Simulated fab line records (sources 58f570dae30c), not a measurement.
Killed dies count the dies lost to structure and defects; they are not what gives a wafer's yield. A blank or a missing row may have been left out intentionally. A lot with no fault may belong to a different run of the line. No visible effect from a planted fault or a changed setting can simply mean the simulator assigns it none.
Chamber matching / flow berkeleyCmos170 / UCB170_V1_CVD_00 on pecvd-01 has 3 sister chambers
The step deposits SiO2 from TEOS/O2, target thk 2000 nm, time 250 s. 16 wafers are shown with their chamber, then 8 later ones without.

WAFERS PAIRED WITH THEIR CHAMBERS
wafer=L413.1; chamber=0; heaterPowerW (W)=269; rfFwdPowerW (W)=547.2
wafer=L413.2; chamber=2; heaterPowerW (W)=299; rfFwdPowerW (W)=549.5
wafer=L413.5; chamber=2; heaterPowerW (W)=369; rfFwdPowerW (W)=549.7
wafer=L416.1; chamber=1; heaterPowerW (W)=220; rfFwdPowerW (W)=550.6
wafer=L416.3; chamber=0; heaterPowerW (W)=243; rfFwdPowerW (W)=547.1
wafer=L416.4; chamber=2; heaterPowerW (W)=363; rfFwdPowerW (W)=548.8
wafer=L418.1; chamber=1; heaterPowerW (W)=215; rfFwdPowerW (W)=549.7
wafer=L418.3; chamber=0; heaterPowerW (W)=239; rfFwdPowerW (W)=548.5
wafer=L418.4; chamber=0; heaterPowerW (W)=321; rfFwdPowerW (W)=548.3
wafer=L423.1; chamber=0; heaterPowerW (W)=331; rfFwdPowerW (W)=550.4
wafer=L423.3; chamber=2; heaterPowerW (W)=324; rfFwdPowerW (W)=549.4
wafer=L423.6; chamber=1; heaterPowerW (W)=188; rfFwdPowerW (W)=548.8
wafer=L421.1; chamber=2; heaterPowerW (W)=286; rfFwdPowerW (W)=549.2
wafer=L421.2; chamber=0; heaterPowerW (W)=294; rfFwdPowerW (W)=547.3
wafer=L421.5; chamber=0; heaterPowerW (W)=235; rfFwdPowerW (W)=548.0
wafer=L430.2; chamber=0; heaterPowerW (W)=332; rfFwdPowerW (W)=549.9

SIGNATURES, as means of the wafers listed above
reading=heaterPowerW; chamber 0=283.00; chamber 1=207.67; chamber 2=328.20; scatter within a chamber=37.6
reading=rfFwdPowerW; chamber 0=548.337; chamber 1=549.700; chamber 2=549.320; scatter within a chamber=0.993
Rule: for each reading, subtract the chamber's mean from the wafer's reading, divide by that reading's scatter and square the result; add these up over the readings and take the root, which gives the wafer's distance from the chamber. If the next closest chamber is less than 2 further off than the closest, the wafer can't be placed; otherwise it belongs to the closest. The scatter: the root of (the sum of the squares of (reading less its chamber's mean) over the shown wafers, divided by (wafers less chambers)).

WAFERS WITHOUT THEIR CHAMBER
wafer=L430.3; heaterPowerW (W)=330; rfFwdPowerW (W)=549.0
wafer=L430.6; heaterPowerW (W)=188; rfFwdPowerW (W)=544.5
wafer=L432.1; heaterPowerW (W)=352; rfFwdPowerW (W)=548.1
wafer=L432.4; heaterPowerW (W)=313; rfFwdPowerW (W)=549.1
wafer=L432.5; heaterPowerW (W)=266; rfFwdPowerW (W)=548.7
wafer=L431.1; heaterPowerW (W)=256; rfFwdPowerW (W)=547.4
wafer=L431.2; heaterPowerW (W)=350; rfFwdPowerW (W)=546.3
wafer=L431.6; heaterPowerW (W)=186; rfFwdPowerW (W)=549.2

WHICH CHAMBER EACH WENT THROUGH
wafer=L430.3; from the rows above=can't be placed: 2 or 0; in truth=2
wafer=L430.6; from the rows above=can't be placed: 0 or 1 or 2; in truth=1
wafer=L432.1; from the rows above=can't be placed: 2 or 0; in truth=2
wafer=L432.4; from the rows above=can't be placed: 2 or 0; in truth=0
wafer=L432.5; from the rows above=can't be placed: 0 or 2 or 1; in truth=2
wafer=L431.1; from the rows above=can't be placed: 0 or 1 or 2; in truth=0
wafer=L431.2; from the rows above=can't be placed: 0 or 2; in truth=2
wafer=L431.6; from the rows above=can't be placed: 1 or 0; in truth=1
0 of 8 placed correctly. Can't be placed from these rows: 8 (the true chamber is among the candidates in 8). Placed wrongly: 0.
